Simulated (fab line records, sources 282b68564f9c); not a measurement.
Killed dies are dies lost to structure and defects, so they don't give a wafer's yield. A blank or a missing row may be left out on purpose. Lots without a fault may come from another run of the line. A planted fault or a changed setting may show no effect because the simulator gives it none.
Tool commonality check | flow rit_cmos | 13 lots, 42 wafers sampled

WHY IT WAS OPENED
At RIT_SPACER_THK_MEAS_04 the reading SPACER_NITRIDE_THK is flagged on 1 of 13 lots. Wafers without a fault read 250.5 nm, standard deviation 2.5.
Rule: a lot is flagged when every wafer of it that has a number lies more than 4 standard deviations from that mean, or none has a number. The other lots count as sound.

lot  | measured    | on            | SPACER_NITRIDE_THK (nm), wafer by wafer | flag
L680 | day 3 02:32 | film_metro-04 | 254.5 254.1 254.9                       |
L682 | day 3 13:14 | film_metro-03 | 252.1 252.1 251.1                       |
L683 | day 3 16:20 | film_metro-04 | 249.3 247.4 248.2                       |
L684 | day 4 05:27 | film_metro-01 | 248.7 251.3 249.0                       |
L685 | day 4 11:07 | film_metro-03 | 249.9 248.3 247.2                       |
L686 | day 4 11:14 | film_metro-04 | 249.2 246.9 250.2                       |
L687 | day 4 15:09 | film_metro-04 | 251.2 250.6 250.9                       |
L688 | day 5 01:02 | film_metro-01 | 251.5 252.9 251.7                       |
L690 | day 5 07:02 | film_metro-03 | 254.8 257.2 253.0                       |
L692 | day 5 14:19 | film_metro-01 | 249.6 248.2 250.3                       |
L693 | day 5 21:01 | film_metro-03 | 253.4 255.1 250.8                       |
L697 | day 6 17:31 | film_metro-01 | 254.0 255.8 255.4                       |
L700 | day 7 22:04 | film_metro-01 | 165.4 167.7 166.2 165.4 168.0 166.2     | FLAGGED
The numbers of the flagged lots are 166.5 nm on average: -84.0 nm against the usual, or -34 standard deviations.

WHICH TOOL RAN EACH LOT
The record holds 1 process step before the reading, out of a route of 202 steps. In each cell: the tool, then ch and the chambers that the sampled wafers went through, then the start.
lot  | flag    | RIT_SPACER_CVD_03
L680 |         | lpcvd-01 ch 0, day 3 00:36
L682 |         | lpcvd-01 ch 1, day 3 11:19
L683 |         | lpcvd-01 ch 1, day 3 14:25
L684 |         | lpcvd-02 ch 1, day 4 02:35
L685 |         | lpcvd-02 ch 1, day 4 09:11
L686 |         | lpcvd-01 ch 1, day 4 09:19
L687 |         | lpcvd-02 ch 1, day 4 13:13
L688 |         | lpcvd-01 ch 0, day 4 22:09
L690 |         | lpcvd-02 ch 1, day 5 05:08
L692 |         | lpcvd-02 ch 1, day 5 12:23
L693 |         | lpcvd-02 ch 0, day 5 19:05
L697 |         | lpcvd-02 ch 1, day 6 15:35
L700 | FLAGGED | lpcvd-01 ch 0, day 7 20:08
What these steps do:
- RIT_SPACER_CVD_03: deposits Si3N4 from SiH2Cl2/NH3, target thk 250 nm, time 3300 s.
- RIT_SPACER_THK_MEAS_04

FLAGGED OVER TOTAL, TOOL BY TOOL (the gauges that took the reading come last)
step                   | tool          | lots run | flagged | share of the flagged lots | sound lots run after its first flagged lot
RIT_SPACER_CVD_03      | lpcvd-01      | 6        | 1       | all                       | 0
RIT_SPACER_CVD_03      | lpcvd-02      | 7        | 0       | none                      | -
RIT_SPACER_THK_MEAS_04 | film_metro-01 | 5        | 1       | all                       | 0
RIT_SPACER_THK_MEAS_04 | film_metro-03 | 4        | 0       | none                      | -
RIT_SPACER_THK_MEAS_04 | film_metro-04 | 4        | 0       | none                      | -

WHAT THE TABLE ALLOWS
2 rows of the table ran every flagged lot: lpcvd-01 at RIT_SPACER_CVD_03, film_metro-01 at RIT_SPACER_THK_MEAS_04.
- lpcvd-01 at RIT_SPACER_CVD_03: 1 of its 6 lots flagged. Its last sound lot is L688 (day 4 22:09), its first flagged lot L700 (day 7 20:08): a fault that began between those two fits.
- film_metro-01 at RIT_SPACER_THK_MEAS_04: 1 of its 5 lots flagged. Its last sound lot is L697 (day 6 17:31), its first flagged lot L700 (day 7 22:04): a fault that began between those two fits.
Counting lots can't tell these 2 tools apart, because each fits a fault that began at some hour. More lots, or a look at what each step does to the wafer, might.

WHAT THE SIMULATOR HAD PUT IN
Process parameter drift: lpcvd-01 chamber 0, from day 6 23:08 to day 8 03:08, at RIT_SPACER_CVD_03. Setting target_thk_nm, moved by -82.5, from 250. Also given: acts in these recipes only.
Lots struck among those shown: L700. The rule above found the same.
